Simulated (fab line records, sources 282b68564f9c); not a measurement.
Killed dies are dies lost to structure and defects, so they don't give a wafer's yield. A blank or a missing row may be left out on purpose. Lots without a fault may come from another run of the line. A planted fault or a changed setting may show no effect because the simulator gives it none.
A struck lot beside a sound one | flow rit_cmos | 26 steps out of a route of 202
Sound: wafers L643.2, L643.5, L643.6. Struck: wafers L655.3, L655.4, L655.6. The cause comes at the end.
At each step with rows: each side's tool, then ch and its chambers, then its first start. Under that, the readings that differ: sound wafers | struck wafers | difference of the means | sigmas: that difference in standard deviations of wafers without a fault.
alike: readings whose means differ by less than 2 such deviations, and words and numbers that are the same on both sides. not compared: withheld readings, readings that some wafer has no value for, bounds like >300 that may hide the same value, and numbers for which the record gives no deviation and whose values overlap.
The two part at a step that has a row with sigmas, a row that says differs or no value, or rows on one side only. Numbers that don't overlap but have no deviation are shown without sigmas and don't part them. A reading that every wafer of one side lacks parts them only if that side has two wafers or more.

first, 1 step without rows for these wafers: RIT_PRETRO_IMPLANT_08.
RIT_PRETRO_STRIP_09: strips in O2, time 180 s.
  sound on plasma_asher-04 ch 0,1, day 2 17:52; struck on plasma_asher-04 ch 0,1, day 5 06:55
  alike: drypump_motor_current_A
  not compared: rf_hours_counter_h
RIT_PRETRO_TW_MEAS_10:
  sound on film_metro-04, day 2 18:03; struck on film_metro-01, day 5 07:03
  reading   | sound       | struck      | difference | sigmas
  PRETRO_TW | 469 470 470 | 477 478 477 | +8         | +2
then, 5 steps without rows for these wafers: RIT_GATE_WET_ETCH_00 (etches SiO2 in BOE, target depth 56 nm, time 60 s); RIT_GATE_CLEAN_01 (cleans in SC1, time 600 s); RIT_GATE_CLEAN_02 (cleans in dHF, time 30 s); RIT_GATE_CLEAN_03 (cleans in SC2, time 600 s); RIT_GATE_CLEAN_04 (cleans in dHF, time 60 s).
RIT_FOX2_THK_MEAS_91:
  sound on film_metro-04, day 2 18:34; struck on film_metro-01, day 5 07:34
  reading                     | sound       | struck      | difference | sigmas
  FIELD_OXIDE_LEFT_2_THK (nm) | 266 263 267 | 253 256 247 | -13        | -2
then, 2 steps without rows for these wafers: RIT_GATE_OXIDATION_05 (target thk 3 nm, ox time 270 s); RIT_GATE_ANNEAL_06 (time 600 s).
RIT_GATE_THK_MEAS_07:
  sound on film_metro-04, day 2 19:57; struck on film_metro-01, day 5 08:58
  alike: GATE_OXIDE_THK
RIT_GATE_CVD_08: deposits poly-Si from SiH4, target thk 250 nm, time 2220 s.
  sound on lpcvd-01 ch 1, day 2 20:00; struck on lpcvd-02 ch 0, day 5 09:00
  alike: spike_tc_load_C, zone_power_load_pct
RIT_GATE_THK_MEAS_09:
  sound on film_metro-04, day 2 21:37; struck on film_metro-04, day 5 10:38
  reading            | sound             | struck            | difference | sigmas
  GATE_POLY_THK (nm) | 254.8 251.0 255.8 | 237.7 240.2 239.2 | -14.8      | -6
then, 6 steps without rows for these wafers: RIT_GATE_HMDS_10 (prime time 60 s); RIT_GATE_COAT_11 (resist thk 850 nm); RIT_GATE_SOFTBAKE_12 (time 60 s); RIT_GATE_EXPOSE_13 (exposes mask M6, target cd 150 nm); RIT_GATE_PEB_14; RIT_GATE_DEVELOP_15 (develop time 50 s).
RIT_GATE_CD_MEAS_16: target cd 150 nm.
  sound on cd_sem-01, day 2 22:40; struck on cd_sem-02, day 5 11:34
  alike: cd_nm
RIT_GATE_OVL_MEAS_17:
  sound on overlay-02, day 2 22:47; struck on overlay-02, day 5 11:39
  alike: GATE_OVL
then, 1 step without rows for these wafers: RIT_GATE_HARDBAKE_18 (time 60 s).
RIT_GATE_ETCH_19: etches poly-Si in SF6/CHF3/O2, stops on SiO2, time 165 s, target depth 312.5 nm.
  sound on rie_si-02 ch 0,1, day 2 22:58; struck on rie_si-02 ch 2,3, day 5 11:50
  reading               | sound             | struck            | difference | sigmas
  oes_product_au (a.u.) | 0.848 0.839 0.846 | 0.802 0.816 0.811 | -0.035     | -4
  alike: drypump_motor_current_A, throttle_valve_pct
  not compared: rf_hours_counter_h
RIT_GATE_STRIP_20: strips in O2, time 180 s.
  sound on plasma_asher-01 ch 0,1, day 2 23:04; struck on plasma_asher-04 ch 0,1, day 5 12:00
  alike: drypump_motor_current_A
  not compared: rf_hours_counter_h
RIT_M1_PROBE_99:
  sound on prober-01, day 3 19:40; struck on prober-02, day 6 10:55
  alike: killed_at_M0_to_M3, killed_at_front_end, killed_dies, killed_open, killed_short

WHERE THEY PART
First at RIT_PRETRO_TW_MEAS_10; last, within this record, at RIT_GATE_ETCH_19. Later steps at which nothing parts them and some readings are alike: RIT_GATE_STRIP_20, RIT_M1_PROBE_99.

WHY: what the simulator had put in
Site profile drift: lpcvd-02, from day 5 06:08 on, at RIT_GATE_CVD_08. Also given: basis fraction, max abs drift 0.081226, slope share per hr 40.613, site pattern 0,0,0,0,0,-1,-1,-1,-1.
